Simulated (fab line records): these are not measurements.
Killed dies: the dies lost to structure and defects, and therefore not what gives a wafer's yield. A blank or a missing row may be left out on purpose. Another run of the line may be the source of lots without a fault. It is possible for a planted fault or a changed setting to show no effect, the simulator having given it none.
Which of the tools did it? / flow berkeleyCmos170 / 14 lots with 42 wafers sampled at 6 steps, on a route of 331 steps

WHAT EACH GAUGE READ, for each wafer
UCB170_ACTIVE_CD_MEAS_90: the cd target is 1200 nm. Usual: 1200.2 nm for cdNm, sd 1.2.
lot=L436; measured=day 5 02:07; on=cdSem-02; cdNm (nm)=1199.9 1199.3 1200.1; flag=
lot=L435; measured=day 5 02:22; on=cdSem-02; cdNm (nm)=1201.4 1201.5 1199.9; flag=
lot=L437; measured=day 5 17:16; on=cdSem-01; cdNm (nm)=1201.9 1202.8 1202.1; flag=
lot=L439; measured=day 5 17:21; on=cdSem-01; cdNm (nm)=1200.6 1201.5 1202.0; flag=
lot=L438; measured=day 5 17:31; on=cdSem-02; cdNm (nm)=1199.8 1199.7 1198.0; flag=
lot=L441; measured=day 6 00:31; on=cdSem-02; cdNm (nm)=1199.9 1200.9 1200.2; flag=
lot=L442; measured=day 6 01:07; on=cdSem-02; cdNm (nm)=1199.2 1198.4 1199.1; flag=
lot=L440; measured=day 6 01:19; on=cdSem-01; cdNm (nm)=1199.4 1199.6 1198.9; flag=
lot=L447; measured=day 7 08:06; on=cdSem-02; cdNm (nm)=1201.7 1201.2 1201.8; flag=
lot=L449; measured=day 7 08:17; on=cdSem-02; cdNm (nm)=1201.7 1202.7 1202.2; flag=
lot=L454; measured=day 8 02:40; on=cdSem-02; cdNm (nm)=1198.5 1198.4 1199.5; flag=
lot=L453; measured=day 8 02:40; on=cdSem-01; cdNm (nm)=1199.9 1199.3 1199.5; flag=
lot=L450; measured=day 8 02:54; on=cdSem-01; cdNm (nm)=1201.7 1201.8 1200.8; flag=
lot=L458; measured=day 9 10:49; on=cdSem-02; cdNm (nm)=1200.2 1200.0 1199.5; flag=

UCB170_SACOX_THK_MEAS_02. Usual: SACOX_OXIDE_THK gives 14.34 nm (standard deviation 0.25).
lot=L436; measured=day 6 06:45; on=filmMetro-04; SACOX_OXIDE_THK (nm)=14.71 14.58 14.47; flag=
lot=L435; measured=day 6 06:48; on=filmMetro-03; SACOX_OXIDE_THK (nm)=14.17 14.50 14.52; flag=
lot=L437; measured=day 6 14:33; on=filmMetro-01; SACOX_OXIDE_THK (nm)=14.19 13.74 14.03; flag=
lot=L439; measured=day 6 14:32; on=filmMetro-04; SACOX_OXIDE_THK (nm)=14.63 14.68 14.48; flag=
lot=L438; measured=day 6 14:32; on=filmMetro-03; SACOX_OXIDE_THK (nm)=14.18 14.43 14.26; flag=
lot=L441; measured=day 7 00:43; on=filmMetro-01; SACOX_OXIDE_THK (nm)=14.36 14.36 14.53; flag=
lot=L442; measured=day 7 00:43; on=filmMetro-04; SACOX_OXIDE_THK (nm)=14.53 14.28 14.54; flag=
lot=L440; measured=day 7 00:43; on=filmMetro-03; SACOX_OXIDE_THK (nm)=14.38 14.44 14.55; flag=
lot=L447; measured=day 8 08:23; on=filmMetro-03; SACOX_OXIDE_THK (nm)=14.20 14.20 14.27; flag=
lot=L449; measured=day 8 08:23; on=filmMetro-01; SACOX_OXIDE_THK (nm)=14.62 14.80 14.69; flag=
lot=L454; measured=day 9 03:11; on=filmMetro-03; SACOX_OXIDE_THK (nm)=14.54 14.46 14.52; flag=
lot=L453; measured=day 9 03:14; on=filmMetro-01; SACOX_OXIDE_THK (nm)=14.41 14.58 14.51; flag=
lot=L450; measured=day 9 03:15; on=filmMetro-03; SACOX_OXIDE_THK (nm)=14.41 14.44 14.34; flag=
lot=L458; measured=day 10 10:10; on=filmMetro-04; SACOX_OXIDE_THK (nm)=14.39 14.30 14.40; flag=

UCB170_PLDD_TW_MEAS_11. Usual: PLDD_TW gives 1003 (standard deviation 8.6).
lot=L436; measured=day 7 13:49; on=filmMetro-02; PLDD_TW=1014 1014 1010; flag=
lot=L435; measured=day 7 14:22; on=filmMetro-03; PLDD_TW=991 992 990; flag=
lot=L437; measured=day 7 21:53; on=filmMetro-02; PLDD_TW=1007 1008 1009; flag=
lot=L439; measured=day 7 21:40; on=filmMetro-02; PLDD_TW=1009 1014 1011; flag=
lot=L438; measured=day 7 21:19; on=filmMetro-02; PLDD_TW=1011 1015 1011; flag=
lot=L441; measured=day 8 10:02; on=filmMetro-03; PLDD_TW=996 995 998; flag=
lot=L442; measured=day 8 09:53; on=filmMetro-01; PLDD_TW=1021 1020 1010; flag=
lot=L440; measured=day 8 08:51; on=filmMetro-01; PLDD_TW=1015 1015 1017; flag=
lot=L447; measured=day 9 22:36; on=filmMetro-03; PLDD_TW=995 997 988; flag=
lot=L449; measured=day 9 19:01; on=filmMetro-02; PLDD_TW=1005 1003 1001; flag=
lot=L454; measured=day 10 13:16; on=filmMetro-01; PLDD_TW=1037 1043 1038; flag=OFF
lot=L453; measured=day 10 13:40; on=filmMetro-03; PLDD_TW=989 993 993; flag=
lot=L450; measured=day 10 14:31; on=filmMetro-02; PLDD_TW=1033 1029 1035; flag=OFF
lot=L458; measured=day 11 19:23; on=filmMetro-02; PLDD_TW=1006 1005 1005; flag=

UCB170_SDANNEAL_RS_MEAS_04: the measuring method here is four-point-probe. Usual: PLDD_RS gives 1032 ohm/sq (standard deviation 3.1).
lot=L436; measured=day 8 09:09; on=filmMetro-03; PLDD_RS (ohm/sq)=1030 1030 1030; flag=
lot=L435; measured=day 8 09:47; on=filmMetro-03; PLDD_RS (ohm/sq)=1029 1028 1028; flag=
lot=L437; measured=day 8 13:11; on=filmMetro-03; PLDD_RS (ohm/sq)=1031 1030 1030; flag=
lot=L439; measured=day 8 12:16; on=filmMetro-02; PLDD_RS (ohm/sq)=1035 1036 1032; flag=
lot=L438; measured=day 8 12:45; on=filmMetro-02; PLDD_RS (ohm/sq)=1036 1036 1038; flag=
lot=L441; measured=day 9 00:55; on=filmMetro-03; PLDD_RS (ohm/sq)=1029 1034 1033; flag=
lot=L442; measured=day 9 01:12; on=filmMetro-01; PLDD_RS (ohm/sq)=1031 1029 1030; flag=
lot=L440; measured=day 9 00:29; on=filmMetro-01; PLDD_RS (ohm/sq)=1034 1032 1033; flag=
lot=L447; measured=day 10 13:47; on=filmMetro-02; PLDD_RS (ohm/sq)=1034 1036 1036; flag=
lot=L449; measured=day 10 08:35; on=filmMetro-03; PLDD_RS (ohm/sq)=1030 1030 1029; flag=
lot=L454; measured=day 11 06:49; on=filmMetro-03; PLDD_RS (ohm/sq)=969 966 968; flag=OFF
lot=L453; measured=day 11 07:04; on=filmMetro-01; PLDD_RS (ohm/sq)=1030 1026 1026; flag=
lot=L450; measured=day 11 07:22; on=filmMetro-02; PLDD_RS (ohm/sq)=971 968 971; flag=OFF
lot=L458; measured=day 12 08:22; on=filmMetro-03; PLDD_RS (ohm/sq)=1030 1032 1030; flag=

WHAT TOOL EACH LOT RAN ON (gives the tool, then ch and the chambers of the sampled wafers, and finally the start)
lot=L436; UCB170_PLDD_IMPLANT_08=implanter-03 ch 0, day 7 13:26; UCB170_NLDD_STRIP_10=plasmaAsher-02 ch 0,1, day 7 16:14
lot=L435; UCB170_PLDD_IMPLANT_08=implanter-04 ch 0, day 7 13:58; UCB170_NLDD_STRIP_10=plasmaAsher-01 ch 0,1, day 7 16:35
lot=L437; UCB170_PLDD_IMPLANT_08=implanter-04 ch 0, day 7 21:31; UCB170_NLDD_STRIP_10=plasmaAsher-01 ch 0,1, day 7 23:58
lot=L439; UCB170_PLDD_IMPLANT_08=implanter-03 ch 0, day 7 21:16; UCB170_NLDD_STRIP_10=plasmaAsher-01 ch 0,1, day 7 23:20
lot=L438; UCB170_PLDD_IMPLANT_08=implanter-02 ch 0, day 7 20:55; UCB170_NLDD_STRIP_10=plasmaAsher-02 ch 0,1, day 7 22:59
lot=L441; UCB170_PLDD_IMPLANT_08=implanter-02 ch 0, day 8 09:29; UCB170_NLDD_STRIP_10=plasmaAsher-02 ch 0,1, day 8 12:04
lot=L442; UCB170_PLDD_IMPLANT_08=implanter-03 ch 0, day 8 09:10; UCB170_NLDD_STRIP_10=plasmaAsher-04 ch 0,1, day 8 12:03
lot=L440; UCB170_PLDD_IMPLANT_08=implanter-04 ch 0, day 8 08:28; UCB170_NLDD_STRIP_10=plasmaAsher-01 ch 0,1, day 8 11:47
lot=L447; UCB170_PLDD_IMPLANT_08=implanter-04 ch 0, day 9 22:12; UCB170_NLDD_STRIP_10=plasmaAsher-02 ch 0,1, day 10 00:52
lot=L449; UCB170_PLDD_IMPLANT_08=implanter-04 ch 0, day 9 18:40; UCB170_NLDD_STRIP_10=plasmaAsher-04 ch 0,1, day 9 20:58
lot=L454; UCB170_PLDD_IMPLANT_08=implanter-03 ch 0, day 10 12:53; UCB170_NLDD_STRIP_10=plasmaAsher-01 ch 0,1, day 10 15:02
lot=L453; UCB170_PLDD_IMPLANT_08=implanter-02 ch 0, day 10 13:16; UCB170_NLDD_STRIP_10=plasmaAsher-04 ch 0,1, day 10 15:21
lot=L450; UCB170_PLDD_IMPLANT_08=implanter-03 ch 0, day 10 14:07; UCB170_NLDD_STRIP_10=plasmaAsher-04 ch 0,1, day 10 16:07
lot=L458; UCB170_PLDD_IMPLANT_08=implanter-02 ch 0, day 11 19:00; UCB170_NLDD_STRIP_10=plasmaAsher-01 ch 0,1, day 11 21:11
- UCB170_PLDD_IMPLANT_08
- UCB170_NLDD_STRIP_10: strips in O2.

AS READ BY THE TOOLS THEMSELVES (means over the sampled wafers that have a number; for cases with no such wafer, the mark the record gives instead)
UCB170_PLDD_IMPLANT_08. Usual: beamOnS 9.97 s, standard deviation 0.21; doseIonsCm2 4.999e+13, standard deviation 6.1e+10; faradayCurrentUA 159, standard deviation 3.2.
lot=L436; tool=implanter-03; beamOnS (s)=9.95; doseIonsCm2=4.996e+13; faradayCurrentUA=159; flag=
lot=L435; tool=implanter-04; beamOnS (s)=10.03; doseIonsCm2=4.994e+13; faradayCurrentUA=158; flag=
lot=L437; tool=implanter-04; beamOnS (s)=10.08; doseIonsCm2=5.002e+13; faradayCurrentUA=158; flag=
lot=L439; tool=implanter-03; beamOnS (s)=10.04; doseIonsCm2=5.000e+13; faradayCurrentUA=158; flag=
lot=L438; tool=implanter-02; beamOnS (s)=9.93; doseIonsCm2=4.998e+13; faradayCurrentUA=160; flag=
lot=L441; tool=implanter-02; beamOnS (s)=9.74; doseIonsCm2=5.002e+13; faradayCurrentUA=162; flag=
lot=L442; tool=implanter-03; beamOnS (s)=9.99; doseIonsCm2=4.989e+13; faradayCurrentUA=159; flag=
lot=L440; tool=implanter-04; beamOnS (s)=9.95; doseIonsCm2=4.998e+13; faradayCurrentUA=159; flag=
lot=L447; tool=implanter-04; beamOnS (s)=10.01; doseIonsCm2=5.005e+13; faradayCurrentUA=158; flag=
lot=L449; tool=implanter-04; beamOnS (s)=9.86; doseIonsCm2=5.000e+13; faradayCurrentUA=161; flag=
lot=L454; tool=implanter-03; beamOnS (s)=10.35; doseIonsCm2=5.795e+13; faradayCurrentUA=178; flag=OFF
lot=L453; tool=implanter-02; beamOnS (s)=9.79; doseIonsCm2=4.991e+13; faradayCurrentUA=161; flag=
lot=L450; tool=implanter-03; beamOnS (s)=10.28; doseIonsCm2=5.798e+13; faradayCurrentUA=179; flag=OFF
lot=L458; tool=implanter-02; beamOnS (s)=10.15; doseIonsCm2=5.000e+13; faradayCurrentUA=157; flag=

UCB170_NLDD_STRIP_10. Usual: drypumpMotorCurrentA 5.8 A, standard deviation 0.56; o2FlowSccm 400.0 sccm, standard deviation 1.2; oesProductAu 0.735 a.u., standard deviation 0.0048; stripTimeToEndpointS 21.68 s, standard deviation 0.066.
lot=L436; tool=plasmaAsher-02; drypumpMotorCurrentA (A)=5.9; o2FlowSccm (sccm)=401.3; oesProductAu (a.u.)=0.736; stripTimeToEndpointS (s)=21.69; flag=
lot=L435; tool=plasmaAsher-01; drypumpMotorCurrentA (A)=5.6; o2FlowSccm (sccm)=400.5; oesProductAu (a.u.)=0.738; stripTimeToEndpointS (s)=21.67; flag=
lot=L437; tool=plasmaAsher-01; drypumpMotorCurrentA (A)=5.6; o2FlowSccm (sccm)=399.1; oesProductAu (a.u.)=0.736; stripTimeToEndpointS (s)=21.68; flag=
lot=L439; tool=plasmaAsher-01; drypumpMotorCurrentA (A)=5.5; o2FlowSccm (sccm)=400.9; oesProductAu (a.u.)=0.731; stripTimeToEndpointS (s)=21.69; flag=
lot=L438; tool=plasmaAsher-02; drypumpMotorCurrentA (A)=5.9; o2FlowSccm (sccm)=400.6; oesProductAu (a.u.)=0.734; stripTimeToEndpointS (s)=21.69; flag=
lot=L441; tool=plasmaAsher-02; drypumpMotorCurrentA (A)=6.2; o2FlowSccm (sccm)=401.1; oesProductAu (a.u.)=0.733; stripTimeToEndpointS (s)=21.74; flag=
lot=L442; tool=plasmaAsher-04; drypumpMotorCurrentA (A)=6.2; o2FlowSccm (sccm)=398.6; oesProductAu (a.u.)=0.733; stripTimeToEndpointS (s)=21.60; flag=
lot=L440; tool=plasmaAsher-01; drypumpMotorCurrentA (A)=5.6; o2FlowSccm (sccm)=400.1; oesProductAu (a.u.)=0.737; stripTimeToEndpointS (s)=21.70; flag=
lot=L447; tool=plasmaAsher-02; drypumpMotorCurrentA (A)=5.9; o2FlowSccm (sccm)=399.2; oesProductAu (a.u.)=0.736; stripTimeToEndpointS (s)=21.66; flag=
lot=L449; tool=plasmaAsher-04; drypumpMotorCurrentA (A)=6.2; o2FlowSccm (sccm)=399.8; oesProductAu (a.u.)=0.734; stripTimeToEndpointS (s)=21.62; flag=
lot=L454; tool=plasmaAsher-01; drypumpMotorCurrentA (A)=5.5; o2FlowSccm (sccm)=400.5; oesProductAu (a.u.)=0.733; stripTimeToEndpointS (s)=21.62; flag=
lot=L453; tool=plasmaAsher-04; drypumpMotorCurrentA (A)=6.2; o2FlowSccm (sccm)=399.7; oesProductAu (a.u.)=0.733; stripTimeToEndpointS (s)=21.66; flag=
lot=L450; tool=plasmaAsher-04; drypumpMotorCurrentA (A)=6.2; o2FlowSccm (sccm)=400.0; oesProductAu (a.u.)=0.733; stripTimeToEndpointS (s)=21.72; flag=
lot=L458; tool=plasmaAsher-01; drypumpMotorCurrentA (A)=5.6; o2FlowSccm (sccm)=402.3; oesProductAu (a.u.)=0.739; stripTimeToEndpointS (s)=21.73; flag=

THE ANSWER, worked out from the rows above alone
Rule: lot off if the mean of its wafers having a number is beyond 3 standard deviations from the usual mean. Also off: a lot with no number at a reading for which 4 or more lots have one. Any other lot the step has rows for is counted as sound. First the gauges in route order, then the tools' own readings, where a lot's mean is used as printed above. At the first step where some lot is off, the reading lying furthest off is the one used; lots without a number count as furthest.
Off: L454, L450, seen at UCB170_PLDD_TW_MEAS_11 (PLDD_TW).
If a tool, at a process step before that reading, ran all the lots that are off and no sound lot after the first of them, it fits. Not tried: the gauges at UCB170_PLDD_TW_MEAS_11; whatever is off there is also off at UCB170_PLDD_IMPLANT_08, on other tools, and gauge error can't account for it. One fits: implanter-03 at UCB170_PLDD_IMPLANT_08. A fault onset in the window from L442 (day 8 09:10, its last sound lot) to L454 (day 10 12:53, its first lot off) fits.
The tool's own readings at UCB170_PLDD_IMPLANT_08 bear it out: on the lots that are off they differ by more than 5 times the standard deviation of the sound lots' means. doseIonsCm2 reads 5.796e+13 there against 4.998e+13 on the sound lots; faradayCurrentUA reads 178 there against 159 on the sound lots.

WHAT THE SIMULATOR HAD PUT IN
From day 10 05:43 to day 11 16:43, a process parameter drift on implanter-03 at UCB170_PLDD_IMPLANT_08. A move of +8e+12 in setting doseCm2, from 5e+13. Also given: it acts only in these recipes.
Lots struck among those shown: L454, L450. The rule above found the same.
